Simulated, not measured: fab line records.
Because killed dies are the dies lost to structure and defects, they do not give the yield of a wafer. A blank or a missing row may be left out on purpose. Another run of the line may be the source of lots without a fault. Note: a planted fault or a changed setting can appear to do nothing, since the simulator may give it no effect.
A single fault, viewed from 2 desks || flow berkeley_cmos170 || what lay behind the numbers comes last; until then each desk has only its own

METROLOGY DESK
Means of the sampled wafers that have a number, per lot and without regard to the tool the lot ran on: this is what the gauges read. Any lot whose mean is over 4 standard deviations away from the usual mean is out of limits and marked OUT; that distance is given in the brackets.
Columns: A = cd_nm at UCB170_CONTACT_CD_MEAS_15, usual 700.3 nm; B = CONTACT_OVL at UCB170_CONTACT_OVL_MEAS_16, usual 0 nm
{"lot": "L625", "first seen here": "day 7 13:36", "A": 701.1, "B": 5}
{"lot": "L627", "first seen here": "day 8 13:46", "A": 701.0, "B": -2}
{"lot": "L631", "first seen here": "day 9 09:25", "A": 700.6, "B": -0}
{"lot": "L639", "first seen here": "day 10 15:19", "A": 699.6, "B": 7}
{"lot": "L641", "first seen here": "day 10 21:02", "A": 698.1, "B": -1}
{"lot": "L642", "first seen here": "day 10 23:16", "A": 701.5, "B": -1}
This desk's verdict: no lot among the 6 shows anything out of limits.

DESK OF THE TOOL OWNER: rie_diel-03
The tool's own readings at UCB170_CONTACT_ETCH_18 (etches PSG in CHF3/CF4/Ar, stops on TiSi2, target depth 840 nm, time 195 s): means of the sampled wafers that have a number, for each lot that ran on this tool. Any lot whose mean is over 4 standard deviations away from the usual mean is out of limits and marked OUT; that distance is given in the brackets.
Columns: A = drypump_motor_current_A at UCB170_CONTACT_ETCH_18, usual 5.8 A; B = oes_product_au at UCB170_CONTACT_ETCH_18, usual 0.897 a.u.; C = run_length_s at UCB170_CONTACT_ETCH_18, usual 223.2 s; D = throttle_valve_pct at UCB170_CONTACT_ETCH_18, usual 6.83 %
{"lot": "L625", "first seen here": "day 7 13:00", "A": 5.7, "B": 0.891, "C": 223.1, "D": 6.74}
{"lot": "L627", "first seen here": "day 8 13:00", "A": 5.6, "B": "1.004 (+7.1) OUT", "C": "174.6 (-99 or more) OUT", "D": 6.78}
{"lot": "L631", "first seen here": "day 9 09:00", "A": 6.0, "B": "0.998 (+6.7) OUT", "C": "174.4 (-99 or more) OUT", "D": 6.75}
Finding of this desk: L627, L631 out of limits; the first was L627 at day 8 13:00, on oes_product_au at UCB170_CONTACT_ETCH_18. L625 stayed within limits.

PUT TOGETHER
The tool owner's desk could have raised an alarm at day 8 13:00, on L627, L631.
Metrology desk: nothing out of limits seen.
The metrology desk has L627, L631 on record, within its limits.
Of the lots named, all ran UCB170_CONTACT_ETCH_18 on rie_diel-03.

WHAT HAD BEEN PUT IN BY THE SIMULATOR
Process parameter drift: rie_diel-03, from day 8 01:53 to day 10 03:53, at UCB170_CONTACT_ETCH_18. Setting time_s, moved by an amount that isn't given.
Lots struck among those shown: L627, L631.
Each desk's first reading out of limits, in hours after the fault started: the tool owner's desk, 11.
